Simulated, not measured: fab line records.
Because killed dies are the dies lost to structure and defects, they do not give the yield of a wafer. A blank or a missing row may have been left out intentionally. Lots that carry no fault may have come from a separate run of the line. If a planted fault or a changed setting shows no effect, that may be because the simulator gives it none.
Shared-tool check :: flow berkeleyCmos170 :: Lots sampled 14, wafers sampled 42

== WHAT PROMPTED THE OPENING ==
2 of 14 lots carry a flag on the reading PLDD_RS at UCB170_SDANNEAL_RS_MEAS_04. Fault-free wafers read 1031.9 ohm/sq, with a standard deviation of 2.4.
Rule: a lot gets a flag if all its wafers with a number sit over 4 standard deviations from that mean, or if no wafer of it has a number. The other lots count as sound.

lot: L964
measured: day 8 06:24
on: filmMetro-04
PLDD_RS (ohm/sq), wafer by wafer: 1031.9 1031.3 1029.9
flag: 

lot: L965
measured: day 8 18:38
on: filmMetro-04
PLDD_RS (ohm/sq), wafer by wafer: 1030.8 1029.4 1031.1
flag: 

lot: L966
measured: day 8 19:24
on: filmMetro-04
PLDD_RS (ohm/sq), wafer by wafer: 1033.4 1034.5 1032.8
flag: 

lot: L968
measured: day 8 19:50
on: filmMetro-03
PLDD_RS (ohm/sq), wafer by wafer: 1034.8 1033.8 1034.1
flag: 

lot: L967
measured: day 8 20:16
on: filmMetro-02
PLDD_RS (ohm/sq), wafer by wafer: 1035.0 1033.2 1032.6
flag: 

lot: L969
measured: day 9 09:09
on: filmMetro-03
PLDD_RS (ohm/sq), wafer by wafer: 1028.5 1029.7 1029.7
flag: 

lot: L971
measured: day 9 21:08
on: filmMetro-04
PLDD_RS (ohm/sq), wafer by wafer: 1031.3 1034.0 1030.6
flag: 

lot: L972
measured: day 9 21:11
on: filmMetro-03
PLDD_RS (ohm/sq), wafer by wafer: 1033.0 1033.1 1030.9
flag: 

lot: L974
measured: day 10 05:18
on: filmMetro-04
PLDD_RS (ohm/sq), wafer by wafer: 1031.9 1032.6 1034.5
flag: 

lot: L976
measured: day 10 15:20
on: filmMetro-02
PLDD_RS (ohm/sq), wafer by wafer: 1032.5 1035.1 1030.8
flag: 

lot: L975
measured: day 10 15:31
on: filmMetro-03
PLDD_RS (ohm/sq), wafer by wafer: 1027.9 1026.9 1033.9
flag: 

lot: L979
measured: day 11 03:41
on: filmMetro-02
PLDD_RS (ohm/sq), wafer by wafer: 1061.4 1061.3 1061.4
flag: FLAGGED

lot: L981
measured: day 11 09:47
on: filmMetro-04
PLDD_RS (ohm/sq), wafer by wafer: 1065.5 1064.5 1064.0
flag: FLAGGED

lot: L986
measured: day 12 16:47
on: filmMetro-03
PLDD_RS (ohm/sq), wafer by wafer: 1036.0 1031.7 1033.5
flag: 
Average over the flagged lots: 1063.0 ohm/sq; offset from the usual +31.1 ohm/sq, equal to +13 standard deviations.

== EACH LOT AND THE TOOL IT RAN ON ==
2 process steps preceding the reading are held in the record, out of 331 steps in the route. Cell contents, in order: the tool; ch with the chambers the sampled wafers went through; the start.
lot: L964
flag: 
UCB170_GATE_STRIP_16: plasmaAsher-03 ch 0,1, day 7 12:33
UCB170_PLDD_IMPLANT_08: implanter-02 ch 0, day 7 14:38

lot: L965
flag: 
UCB170_GATE_STRIP_16: plasmaAsher-02 ch 0,1, day 8 03:04
UCB170_PLDD_IMPLANT_08: implanter-02 ch 0, day 8 05:26

lot: L966
flag: 
UCB170_GATE_STRIP_16: plasmaAsher-03 ch 0,1, day 8 03:09
UCB170_PLDD_IMPLANT_08: implanter-01 ch 0, day 8 05:43

lot: L968
flag: 
UCB170_GATE_STRIP_16: plasmaAsher-02 ch 0,1, day 8 03:21
UCB170_PLDD_IMPLANT_08: implanter-04 ch 0, day 8 05:36

lot: L967
flag: 
UCB170_GATE_STRIP_16: plasmaAsher-03 ch 0,1, day 8 03:34
UCB170_PLDD_IMPLANT_08: implanter-02 ch 0, day 8 06:02

lot: L969
flag: 
UCB170_GATE_STRIP_16: plasmaAsher-03 ch 0,1, day 8 15:35
UCB170_PLDD_IMPLANT_08: implanter-02 ch 0, day 8 17:18

lot: L971
flag: 
UCB170_GATE_STRIP_16: plasmaAsher-04 ch 0,1, day 9 03:59
UCB170_PLDD_IMPLANT_08: implanter-04 ch 0, day 9 06:26

lot: L972
flag: 
UCB170_GATE_STRIP_16: plasmaAsher-02 ch 0,1, day 9 04:14
UCB170_PLDD_IMPLANT_08: implanter-02 ch 0, day 9 06:38

lot: L974
flag: 
UCB170_GATE_STRIP_16: plasmaAsher-03 ch 0,1, day 9 12:01
UCB170_PLDD_IMPLANT_08: implanter-04 ch 0, day 9 13:51

lot: L976
flag: 
UCB170_GATE_STRIP_16: plasmaAsher-02 ch 0,1, day 9 19:50
UCB170_PLDD_IMPLANT_08: implanter-01 ch 0, day 9 21:56

lot: L975
flag: 
UCB170_GATE_STRIP_16: plasmaAsher-03 ch 0,1, day 9 19:41
UCB170_PLDD_IMPLANT_08: implanter-02 ch 0, day 9 21:54

lot: L979
flag: FLAGGED
UCB170_GATE_STRIP_16: plasmaAsher-02 ch 0, day 10 09:37
UCB170_PLDD_IMPLANT_08: implanter-02 ch 0, day 10 12:12

lot: L981
flag: FLAGGED
UCB170_GATE_STRIP_16: plasmaAsher-04 ch 0,1, day 10 17:16
UCB170_PLDD_IMPLANT_08: implanter-02 ch 0, day 10 19:04

lot: L986
flag: 
UCB170_GATE_STRIP_16: plasmaAsher-03 ch 0,1, day 11 23:35
UCB170_PLDD_IMPLANT_08: implanter-04 ch 0, day 12 03:14
These steps, and what they do:
- UCB170_GATE_STRIP_16: strips in O2.
- UCB170_PLDD_IMPLANT_08
- UCB170_SDANNEAL_RS_MEAS_04: measures by four-point-probe.

== FLAGGED OVER TOTAL, TOOL BY TOOL (the gauges that took the reading come last) ==
step: UCB170_GATE_STRIP_16
tool: plasmaAsher-02
lots run: 5
flagged: 1
share of the flagged lots: some
sound lots run after its first flagged lot: 0

step: UCB170_GATE_STRIP_16
tool: plasmaAsher-03
lots run: 7
flagged: 0
share of the flagged lots: none
sound lots run after its first flagged lot: -

step: UCB170_GATE_STRIP_16
tool: plasmaAsher-04
lots run: 2
flagged: 1
share of the flagged lots: some
sound lots run after its first flagged lot: 0

step: UCB170_PLDD_IMPLANT_08
tool: implanter-01
lots run: 2
flagged: 0
share of the flagged lots: none
sound lots run after its first flagged lot: -

step: UCB170_PLDD_IMPLANT_08
tool: implanter-02
lots run: 8
flagged: 2
share of the flagged lots: all
sound lots run after its first flagged lot: 0

step: UCB170_PLDD_IMPLANT_08
tool: implanter-04
lots run: 4
flagged: 0
share of the flagged lots: none
sound lots run after its first flagged lot: -

step: UCB170_SDANNEAL_RS_MEAS_04
tool: filmMetro-02
lots run: 3
flagged: 1
share of the flagged lots: some
sound lots run after its first flagged lot: 0

step: UCB170_SDANNEAL_RS_MEAS_04
tool: filmMetro-03
lots run: 5
flagged: 0
share of the flagged lots: none
sound lots run after its first flagged lot: -

step: UCB170_SDANNEAL_RS_MEAS_04
tool: filmMetro-04
lots run: 6
flagged: 1
share of the flagged lots: some
sound lots run after its first flagged lot: 0

== THE TABLE: WHAT IT ALLOWS ==
Rows of the table that ran each flagged lot: 1, that is implanter-02 at UCB170_PLDD_IMPLANT_08.
- implanter-02 at UCB170_PLDD_IMPLANT_08 ran 8 lots, 2 of them flagged. Last sound lot L975 at day 9 21:54, first flagged lot L979 at day 10 12:12; a fault beginning in between fits.
What remains is a single tool, implanter-02 at UCB170_PLDD_IMPLANT_08.

== WHAT HAD BEEN PUT IN BY THE SIMULATOR ==
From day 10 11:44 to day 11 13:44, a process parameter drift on implanter-02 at UCB170_PLDD_IMPLANT_08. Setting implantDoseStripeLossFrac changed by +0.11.
Lots struck among those shown: L979, L981. The rule given above showed the same thing.
